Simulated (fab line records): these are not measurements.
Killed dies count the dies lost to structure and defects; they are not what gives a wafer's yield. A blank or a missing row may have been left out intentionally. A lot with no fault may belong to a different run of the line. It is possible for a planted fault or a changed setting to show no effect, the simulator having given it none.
fab line records    flow berkeley-cmos170
record: lots: 15  wafers: 45  last-day: 13
route steps=331 shown ACTIVE@63 GATE@130
lots untouched by any fault: they come from a run of this same line in which no faults occurred
start-h: start of the lot's first displayed wafer, in hours after the record's first day    wait-h: hours elapsed since this lot's preceding step    " the same as in the row above    L1.1+2: several wafers, shown together as one row    - no value, or no start given    * or withheld: withheld    < > ~ a bound
route shown NAME@n: names a module that has steps shown in the file, with the first one's number in the route    usual: the fault-free wafers' mean and standard deviation    same: alike in all rows    chamber/n: place in a boat    sites: the reading at each site    _std_site: their standard deviation    _edge_site: the outer-site mean with the inner-site mean subtracted    radius-mm: for every site, how far away it sits from the centre of the wafer    mask NAME#n: copy n    behind: the tool/chamber that last shaped the wafer    hold: reason for holding the lot/hours on hold/outcome of the hold    device: the transistor (n, p or np) that didn't switch    end of line: the route-end tests of the same wafers    a step without rows: its recipe alone    killed: at the first sort, the dies lost to defects and structure; wafer yield is something else    map: shows each die of a wafer: x if killed, . if not, _ if none is there
set.NAME: the run value of the setting; set.NAME@STEP: its run value at that earlier step    model.NAME: the simulator's own value behind a step, which no gauge read
route steps across a sampled set of lots; one table per step, one row per wafer
services: a tool's chamber out of use, with start hour (start-h, from the record's first day; less than 0 if before it), hours out, and reason
== steps ==
step: UCB170_ACTIVE_THK_MEAS_03
recipe: reads: SiO2_of_ACTIVE_OXIDATION_02
usual: ACTIVE_OXIDE_THK: 26.2/0.48
lot.wafer  tool           chamber  start-h  wait-h  ACTIVE_OXIDE_THK[nm]
L738.1     film-metro-04  -        94.51    0.0     27.0
L738.4     "              -        "        "       26.9
L738.6     "              -        "        "       26.9
L739.1     film-metro-02  -        101.43   0.0     25.9
L739.4     "              -        "        "       26.5
L739.6     "              -        "        "       26.6
L741.2     film-metro-04  -        101.44   0.0     26.3
L741.4     "              -        "        "       26.4
L741.6     "              -        "        "       26.9
L740.1     film-metro-04  -        101.49   0.1     25.9
L740.4     "              -        "        "       25.5
L740.6     "              -        "        "       25.9
L742.2     film-metro-03  -        101.50   0.1     26.1
L742.4     "              -        "        "       26.2
L742.6     "              -        "        "       26.1
L745.1     film-metro-03  -        112.21   0.0     26.0
L745.4     "              -        "        "       25.9
L745.6     "              -        "        "       25.9
L746.1     film-metro-04  -        112.21   0.0     26.7
L746.3     "              -        "        "       26.8
L746.4     "              -        "        "       26.9
L744.2     film-metro-02  -        112.22   0.0     26.7
L744.3     "              -        "        "       26.2
L744.6     "              -        "        "       26.2
L753.1     film-metro-03  -        162.86   0.0     26.8
L753.2     "              -        "        "       27.0
L753.6     "              -        "        "       27.1
L754.2     film-metro-04  -        162.87   0.0     26.0
L754.4     "              -        "        "       26.1
L754.5     "              -        "        "       25.9
L755.1     film-metro-02  -        175.31   0.0     26.2
L755.3     "              -        "        "       26.4
L755.5     "              -        "        "       26.4
L758.1     film-metro-02  -        187.38   0.0     25.6
L758.3     "              -        "        "       26.1
L758.5     "              -        "        "       25.5
L760.1     film-metro-04  -        187.38   0.0     26.4
L760.3     "              -        "        "       25.9
L760.4     "              -        "        "       25.9
L759.2     film-metro-03  -        187.39   0.0     25.5
L759.5     "              -        "        "       26.0
L759.6     "              -        "        "       25.3
L761.2     film-metro-02  -        200.52   0.0     26.3
L761.3     "              -        "        "       26.5
L761.6     "              -        "        "       26.1
step: UCB170_GATE_CVD_04
recipe: material: poly-Si  temp-c: 610  precursor: SiH4  time-s: 1440  pressure-mtorr: 375  target-thk-nm: 214  sih4-flow-sccm: 120
usual: pressure-mtorr: 374.7/0.7  spike-tc-centre-C: 611.4/1.6  zone-power-source-pct: 12.3/1.9
lot.wafer  tool      chamber  start-h  wait-h  pressure-mtorr  spike-tc-centre-C  zone-power-source-pct
L738.1     lpcvd-01  1        156.86   0.0     374.3           609.6              14.3
L738.4     "         1        "        "       374.2           611.1              14.4
L738.6     "         1        "        "       373.4           609.3              14.3
L739.1     lpcvd-01  1        167.21   0.0     374.9           611.7              14.1
L739.4     "         1        "        "       375.0           610.6              14.4
L739.6     "         1        "        "       374.6           610.2              14.5
L740.1     lpcvd-01  0        167.21   0.0     373.9           613.8              10.2
L740.4     "         0        "        "       374.5           612.8              10.3
L740.6     "         0        "        "       374.0           612.7              10.1
L741.2     lpcvd-01  1        167.21   0.0     373.0           610.7              14.4
L741.4     "         1        "        "       374.1           611.5              14.2
L741.6     "         1        "        "       374.6           609.7              14.2
L742.2     lpcvd-01  1        167.21   0.0     375.0           609.7              14.3
L742.4     "         1        "        "       374.7           609.8              14.2
L742.6     "         1        "        "       375.6           611.0              14.3
L744.2     lpcvd-01  1        178.83   0.0     449.2           611.3              14.0
L744.3     "         1        "        "       449.3           610.9              14.2
L744.6     "         1        "        "       449.0           611.4              14.3
L745.1     lpcvd-01  0        178.83   0.0     449.1           613.0              10.3
L745.4     "         0        "        "       448.9           612.9              10.2
L745.6     "         0        "        "       449.5           612.5              10.2
L746.1     lpcvd-01  1        178.83   0.0     448.5           608.3              14.4
L746.3     "         1        "        "       448.4           609.8              14.4
L746.4     "         1        "        "       448.5           610.1              14.3
L753.1     lpcvd-02  1        226.95   0.0     376.0           612.9              13.4
L753.2     "         1        "        "       375.6           611.6              13.3
L753.6     "         1        "        "       373.7           612.5              13.1
L754.2     lpcvd-02  0        226.95   0.0     374.8           612.8              10.9
L754.4     "         0        "        "       375.4           612.4              10.8
L754.5     "         0        "        "       374.8           610.3              11.0
L755.1     lpcvd-02  0        234.39   0.0     375.0           610.9              10.8
L755.3     "         0        "        "       375.1           612.2              10.8
L755.5     "         0        "        "       375.3           610.7              10.9
L758.1     lpcvd-01  0        255.55   0.0     374.9           613.6              10.0
L758.3     "         0        "        "       374.8           613.5              10.2
L758.5     "         0        "        "       374.6           613.3              10.4
L759.2     lpcvd-01  0        255.55   0.0     374.5           612.1              10.1
L759.5     "         0        "        "       375.5           612.9              10.2
L759.6     "         0        "        "       374.9           613.5              10.2
L760.1     lpcvd-01  0        255.55   0.0     374.7           613.3              10.2
L760.3     "         0        "        "       375.2           612.8              10.3
L760.4     "         0        "        "       374.7           614.3              10.2
L761.2     lpcvd-01  1        262.21   0.0     374.6           610.4              14.2
L761.3     "         1        "        "       374.4           610.9              14.1
L761.6     "         1        "        "       374.9           610.1              14.2
step: UCB170_GATE_THK_MEAS_05
recipe: reads: poly-Si_of_GATE_CVD_04
usual: GATE_POLY_THK: 214.1/1.6
lot.wafer  tool           chamber  start-h  wait-h  GATE_POLY_THK[nm]
L738.1     film-metro-02  -        158.26   0.0     216.1
L738.4     "              -        "        "       216.6
L738.6     "              -        "        "       216.3
L739.1     film-metro-02  -        168.61   0.0     214.2
L739.4     "              -        "        "       214.9
L739.6     "              -        "        "       216.1
L740.1     film-metro-01  -        168.61   0.0     212.6
L740.4     "              -        "        "       212.2
L740.6     "              -        "        "       211.5
L741.2     film-metro-02  -        168.68   0.1     214.6
L741.4     "              -        "        "       214.3
L741.6     "              -        "        "       213.8
L742.2     film-metro-04  -        168.68   0.1     214.8
L742.4     "              -        "        "       217.2
L742.6     "              -        "        "       215.0
L746.1     film-metro-04  -        180.23   0.0     233.8
L746.3     "              -        "        "       233.5
L746.4     "              -        "        "       233.3
L745.1     film-metro-02  -        180.29   0.1     234.4
L745.4     "              -        "        "       234.6
L745.6     "              -        "        "       233.2
L744.2     film-metro-04  -        180.30   0.1     233.6
L744.3     "              -        "        "       234.8
L744.6     "              -        "        "       233.5
L753.1     film-metro-01  -        228.36   0.0     213.6
L753.2     "              -        "        "       212.5
L753.6     "              -        "        "       215.6
L754.2     film-metro-04  -        228.36   0.0     215.8
L754.4     "              -        "        "       217.4
L754.5     "              -        "        "       216.9
L755.1     film-metro-04  -        235.79   0.0     217.1
L755.3     "              -        "        "       214.5
L755.5     "              -        "        "       213.4
L758.1     film-metro-01  -        256.95   0.0     213.7
L758.3     "              -        "        "       213.5
L758.5     "              -        "        "       214.8
L760.1     film-metro-02  -        256.95   0.0     214.4
L760.3     "              -        "        "       214.2
L760.4     "              -        "        "       214.7
L759.2     film-metro-04  -        256.97   0.0     210.5
L759.5     "              -        "        "       209.6
L759.6     "              -        "        "       210.0
L761.2     film-metro-01  -        263.62   0.0     210.9
L761.3     "              -        "        "       212.1
L761.6     "              -        "        "       211.9
step: UCB170_GATE_CD_MEAS_12
recipe: target-cd-nm: 350
usual: cd-nm: 350.2/1.3
lot.wafer  tool       chamber  start-h  wait-h  cd-nm
L738.1     cd-sem-02  -        159.29   -       349.7
L738.4     "          -        "        "       349.9
L738.6     "          -        "        "       350.3
L740.1     cd-sem-02  -        170.01   -       348.3
L740.4     "          -        "        "       348.7
L740.6     "          -        "        "       348.3
L739.1     cd-sem-02  -        170.13   -       350.3
L739.4     "          -        "        "       349.1
L739.6     "          -        "        "       350.2
L741.2     cd-sem-02  -        170.39   -       351.2
L741.4     "          -        "        "       351.9
L741.6     "          -        "        "       351.6
L742.2     cd-sem-02  -        170.75   -       350.6
L742.4     "          -        "        "       351.3
L742.6     "          -        "        "       351.0
L746.1     cd-sem-02  -        181.38   -       350.9
L746.3     "          -        "        "       350.2
L746.4     "          -        "        "       350.1
L745.1     cd-sem-02  -        181.62   -       351.6
L745.4     "          -        "        "       352.1
L745.6     "          -        "        "       350.2
L744.2     cd-sem-02  -        181.76   -       352.9
L744.3     "          -        "        "       352.3
L744.6     "          -        "        "       351.6
L754.2     cd-sem-01  -        229.27   -       350.2
L754.4     "          -        "        "       349.6
L754.5     "          -        "        "       347.9
L753.1     cd-sem-02  -        229.49   -       349.1
L753.2     "          -        "        "       349.3
L753.6     "          -        "        "       349.7
L755.1     cd-sem-02  -        237.31   -       348.9
L755.3     "          -        "        "       348.8
L755.5     "          -        "        "       348.5
L760.1     cd-sem-01  -        258.79   -       350.1
L760.3     "          -        "        "       349.7
L760.4     "          -        "        "       349.9
L758.1     cd-sem-01  -        258.91   -       349.2
L758.3     "          -        "        "       349.3
L758.5     "          -        "        "       350.6
L759.2     cd-sem-02  -        259.05   -       350.3
L759.5     "          -        "        "       350.3
L759.6     "          -        "        "       350.1
L761.2     cd-sem-01  -        266.43   -       348.0
L761.3     "          -        "        "       349.4
L761.6     "          -        "        "       347.6
step: UCB170_GATE_ETCH_14
recipe: chemistry: N2/H2  target-depth-a: withheld  overetch-a: withheld  target: BARC  time-s: withheld  source-w: 500  bias-w: 100  pressure-mtorr: 30  n2-flow-sccm: 100  h2-flow-sccm: 200
usual: drypump-motor-current-A: 5.6/0.55  oes-product-au: 0.999/0.02  throttle-valve-pct: 13.35/0.14
lot.wafer  tool         chamber  start-h  wait-h  drypump-motor-current-A  oes-product-au  throttle-valve-pct
L738.1     rie-diel-01  0        159.44   0.0     5.6                      0.980           13.10
L738.4     "            2        "        "       6.1                      1.012           13.40
L738.6     "            3        "        "       4.9                      1.006           13.02
L740.1     rie-diel-02  3        170.17   0.0     4.9                      0.990           13.27
L740.4     "            0        "        "       5.8                      0.987           13.32
L740.6     "            3        "        "       4.9                      0.988           13.26
L739.1     rie-diel-01  1        170.29   0.0     4.6                      1.021           13.45
L739.4     "            3        "        "       4.8                      0.994           13.02
L739.6     "            0        "        "       5.6                      0.961           13.09
L741.2     rie-diel-02  0        170.53   0.0     5.8                      0.989           13.33
L741.4     "            2        "        "       6.2                      1.031           13.45
L741.6     "            3        "        "       4.9                      0.973           13.28
L742.2     rie-diel-04  3        170.89   0.0     6.2                      1.021           13.49
L742.4     "            1        "        "       6.0                      1.004           13.27
L742.6     "            1        "        "       6.0                      0.997           13.28
L746.1     rie-diel-04  0        181.54   0.0     5.7                      0.981           13.32
L746.3     "            2        "        "       6.1                      1.035           13.43
L746.4     "            1        "        "       5.9                      1.005           13.28
L745.1     rie-diel-02  3        181.78   0.0     4.9                      0.978           13.28
L745.4     "            0        "        "       5.8                      0.980           13.33
L745.6     "            3        "        "       4.9                      0.978           13.26
L744.2     rie-diel-01  1        181.90   0.0     4.6                      1.019           13.44
L744.3     "            2        "        "       6.1                      1.004           13.42
L744.6     "            2        "        "       6.1                      0.996           13.43
L754.2     rie-diel-02  2        229.40   0.0     6.2                      1.011           13.48
L754.4     "            1        "        "       5.0                      0.992           13.55
L754.5     "            3        "        "       4.9                      0.973           13.28
L753.1     rie-diel-04  0        229.64   0.0     5.7                      0.982           13.30
L753.2     "            1        "        "       6.0                      0.989           13.27
L753.6     "            0        "        "       5.7                      0.976           13.32
L755.1     rie-diel-02  2        237.46   0.0     6.2                      1.026           13.45
L755.3     "            0        "        "       5.7                      0.990           13.34
L755.5     "            1        "        "       5.0                      0.995           13.55
L760.1     rie-diel-02  2        258.94   0.0     6.2                      1.027           13.46
L760.3     "            3        "        "       4.9                      0.989           13.26
L760.4     "            1        "        "       5.0                      1.007           13.55
L758.1     rie-diel-04  0        259.06   0.0     5.7                      0.972           13.32
L758.3     "            3        "        "       6.2                      1.026           13.49
L758.5     "            0        "        "       5.7                      0.985           13.33
L759.2     rie-diel-02  2        259.19   0.0     6.2                      1.025           13.45
L759.5     "            2        "        "       6.2                      1.030           13.46
L759.6     "            3        "        "       4.9                      0.986           13.28
L761.2     rie-diel-02  0        266.56   0.0     5.8                      0.982           13.33
L761.3     "            1        "        "       5.0                      0.986           13.55
L761.6     "            0        "        "       5.8                      0.980           13.33
step: UCB170_GATE_ETCH_15
recipe: chemistry: HBr/Cl2  target: poly-Si  stop-on: SiO2  over-etch-frac: 0.3  icp-w: 300  bias-w: 150  time-s: 56.3  pressure-mtorr: 15  HBr_flow_sccm: 150  Cl2_flow_sccm: 50  target-depth-a: 2782
usual: bias-w: 150.0/0.42  drypump-motor-current-A: 5.9/0.39  oes-product-au: 0.825/0.016  throttle-valve-pct: 26.49/0.3
same: over-etch-frac: 0.3
lot.wafer  tool       chamber  start-h  wait-h  bias-w  drypump-motor-current-A  oes-product-au  rf-hours-counter-h  throttle-valve-pct
L738.1     rie-si-01  1        159.48   -       150.4   6.0                      0.848           107                 26.11
L738.4     "          0        "        "       150.3   6.3                      0.806           4                   26.00
L738.6     "          1        "        "       149.6   6.0                      0.850           -                   26.10
L740.1     rie-si-02  1        170.21   -       149.9   5.9                      0.828           27                  26.85
L740.4     "          2        "        "       150.1   5.6                      0.810           1                   26.39
L740.6     "          2        "        "       150.0   5.6                      0.811           -                   26.41
L739.1     rie-si-01  2        170.33   -       150.3   5.4                      0.812           16                  26.52
L739.4     "          1        "        "       150.2   6.0                      0.852           107                 26.10
L739.6     "          2        "        "       149.2   5.4                      0.809           -                   26.52
L741.2     rie-si-02  3        170.57   -       150.1   5.3                      0.818           43                  26.71
L741.4     "          0        "        "       150.7   6.2                      0.834           87                  26.60
L741.6     "          1        "        "       150.5   5.9                      0.829           -                   26.86
L742.2     rie-si-01  0        170.93   -       150.3   6.3                      0.811           4                   26.02
L742.4     "          3        "        "       150.1   6.4                      0.858           0                   26.81
L742.6     "          3        "        "       149.5   6.4                      0.851           -                   26.82
L746.1     rie-si-02  3        181.58   -       150.2   5.4                      0.870           43                  26.71
L746.3     "          2        "        "       149.3   5.5                      0.870           2                   26.40
L746.4     "          0        "        "       149.8   6.2                      0.884           87                  26.62
L745.1     rie-si-01  3        181.82   -       150.2   6.4                      0.898           0                   26.83
L745.4     "          1        "        "       149.1   6.0                      0.903           107                 26.09
L745.6     "          0        "        "       150.4   6.3                      0.862           -                   26.01
L744.2     rie-si-02  2        181.94   -       149.6   5.5                      0.866           2                   26.38
L744.3     "          3        "        "       149.8   5.3                      0.868           43                  26.70
L744.6     "          1        "        "       149.9   5.9                      0.886           -                   26.85
L754.2     rie-si-01  0        229.45   -       150.5   6.3                      0.820           4                   25.99
L754.4     "          2        "        "       149.7   5.4                      0.802           -                   26.53
L754.5     "          0        "        "       149.9   6.3                      0.817           -                   25.98
L753.1     rie-si-02  3        229.69   -       149.5   5.3                      0.818           44                  26.71
L753.2     "          2        "        "       149.8   5.6                      0.813           2                   26.39
L753.6     "          0        "        "       151.0   6.2                      0.844           -                   26.60
L755.1     rie-si-01  0        237.51   -       149.8   6.3                      0.821           4                   26.01
L755.3     "          3        "        "       149.6   6.4                      0.848           1                   26.82
L755.5     "          2        "        "       149.5   5.4                      0.806           -                   26.51
L760.1     rie-si-02  2        258.98   -       150.1   5.5                      0.827           2                   26.39
L760.3     "          3        "        "       149.9   5.3                      0.818           44                  26.70
L760.4     "          1        "        "       150.2   5.9                      0.839           27                  26.87
L758.1     rie-si-01  3        259.10   -       150.0   6.4                      0.843           1                   26.82
L758.3     "          0        "        "       150.6   6.3                      0.803           4                   26.01
L758.5     "          3        "        "       149.9   6.4                      0.841           -                   26.82
L759.2     rie-si-02  2        259.23   -       149.5   5.5                      0.808           2                   26.40
L759.5     "          2        "        "       149.3   5.5                      0.807           -                   26.39
L759.6     "          3        "        "       150.6   5.3                      0.799           -                   26.71
L761.2     rie-si-02  2        266.60   -       150.1   5.6                      0.807           2                   26.39
L761.3     "          3        "        "       150.0   5.3                      0.812           44                  26.71
L761.6     "          2        "        "       149.5   5.6                      0.815           -                   26.38
== services ==
tool         chamber  start-h  hours  kind
rie-diel-02  -        139.35   28.1   pm
rie-diel-01  3        149.74   7.3    repair
rie-diel-04  -        169.10   1.5    repair
rie-diel-01  0        171.36   4.5    repair
rie-diel-01  2        196.39   4.4    repair
rie-diel-02  1        198.34   -      clean
rie-diel-02  1        198.34   29.7   scheduled-down
rie-diel-02  1        198.34   29.7   vent-cycle
rie-si-01    0        221.44   3.1    repair
lpcvd-01     -        226.80   1.9    repair
rie-si-01    1        227.49   -      clean
rie-si-01    1        227.49   21.3   scheduled-down
rie-si-01    1        227.49   21.3   vent-cycle
rie-diel-04  2        228.86   10.7   repair
rie-diel-01  3        243.70   1.4    repair
rie-diel-04  -        248.47   0.9    repair
== key ==
first-sign: step: UCB170_GATE_CVD_04  reading: pressure-mtorr  direction: up  sigmas: 99+  usual: 374.7  struck: 448.9
effect: step: UCB170_GATE_THK_MEAS_05  reading: GATE_POLY_THK  direction: up  sigmas: 12  usual: 214.1  struck: 233.9
effect: step: UCB170_GATE_ETCH_15  reading: oes-product-au  direction: up  sigmas: 3.3  usual: 0.825  struck: 0.879
met-at UCB170_GATE_CVD_04
struck-lots L744,L745,L746
sort-left-out L744.2,L744.3,L744.6
tester-left-out L744,L745,L746
not-acting-at UCB170_ACTIVE_THK_MEAS_03,UCB170_GATE_CD_MEAS_12,UCB170_GATE_ETCH_14
onset-between 167.21 178.83
fault: kind: process-parameter-drift  tool: lpcvd-01  chamber: -  onset-h: 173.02  steps: UCB170_GATE_CVD_04  channel: pressure-mtorr  offset: 75  shape: step  end-h: 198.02  acts-in: these-recipes-only  stated: 375
tester-left-out: of these lots the tester's yield and bins aren't shown, on N5 and GAA mostly nor the transistor test; their killed dies are dies lost to structure and defects alone, not to doping, threshold or leakage, so they don't give the yield
sort-left-out: the simulated sort isn't trusted on such a fault, so these wafers' sort isn't shown, and their yield isn't known
